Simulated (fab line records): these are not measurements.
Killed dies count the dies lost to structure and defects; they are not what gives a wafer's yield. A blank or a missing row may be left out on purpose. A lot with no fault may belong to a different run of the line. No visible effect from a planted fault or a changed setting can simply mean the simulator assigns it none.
Comparing a struck lot with a sound one	flow ritCmos	14 steps out of a route of 202
Sound: wafers L125.1, L125.2, L125.4. Struck: wafers L127.1, L127.3, L127.4. The cause is named last.
Per side, at each step with rows, come the tool, then ch with its chambers, and then its first start. Under that, the readings that differ: sound wafers	struck wafers	difference of the means	sigmas: that difference in standard deviations of wafers without a fault.
alike: readings with means less than 2 such deviations apart, plus words and numbers identical on both sides. not compared: withheld readings, readings lacking a value on some wafer, bounds such as >300 that could conceal the same value, and numbers that have no deviation in the record and whose values overlap.
A row with sigmas, a row that says differs or no value, or rows on one side alone: a step with any of these is where the two part. Numbers that have no deviation but don't overlap get no sigmas and don't part them. Lack of a reading on every wafer of one side parts them only where that side has two or more wafers.

first, 2 steps without rows for these wafers: RIT_NWELL_PEB_04; RIT_NWELL_DEVELOP_05 (develop time 68 s).
RIT_NWELL_OVL_MEAS_06:
  sound on overlay-02 at day 3 12:44; struck on overlay-02 at day 3 22:08
  alike: NWELL_OVL
then, 2 steps without rows for these wafers: RIT_NWELL_HARDBAKE_07 (time 120 s); RIT_NWELL_IMPLANT_08.
RIT_NWELL_STRIP_09: strips in O2, time 180 s.
  sound on plasmaAsher-03 ch 0,1, day 3 13:10; struck on plasmaAsher-02 ch 0,1, day 3 22:34
  alike: chamberPressureMTorr, drypumpMotorCurrentA
  not compared: rfHoursCounterH
RIT_NWELL_TW_MEAS_10:
  sound on filmMetro-03 at day 3 13:20; struck on filmMetro-02 at day 3 22:45
  alike: NWELL_TW
then, 5 steps without rows for these wafers: RIT_PWELL_HMDS_00 (prime time 60 s); RIT_PWELL_COAT_01 (resist thk 1300 nm); RIT_PWELL_SOFTBAKE_02 (time 60 s); RIT_PWELL_EXPOSE_03 (exposes mask M3, target cd 43700 nm); RIT_PWELL_PEB_04.
RIT_PWELL_DEVELOP_05: develop time 68 s.
  sound on lithoTrack-04 ch 0, day 3 14:00; struck on lithoTrack-04, day 3 23:00
  no value came back on the struck wafers for chillPlateTempC (C), developTimeS (s), exhaustPa (Pa); on the sound wafers chillPlateTempC (C) reads 23.18 23.06 23.05
RIT_PWELL_OVL_MEAS_06:
  sound on overlay-02 at day 3 14:17; struck on overlay-01 at day 3 23:46
reading	sound	struck	difference	sigmas
PWELL_OVL (nm)	0.9 1.5 0.7	- - -	no value on the struck wafers	

## WHERE THEY PART
First at RIT_PWELL_DEVELOP_05; last, within this record, at RIT_PWELL_OVL_MEAS_06.

WHY: whatever the simulator had introduced
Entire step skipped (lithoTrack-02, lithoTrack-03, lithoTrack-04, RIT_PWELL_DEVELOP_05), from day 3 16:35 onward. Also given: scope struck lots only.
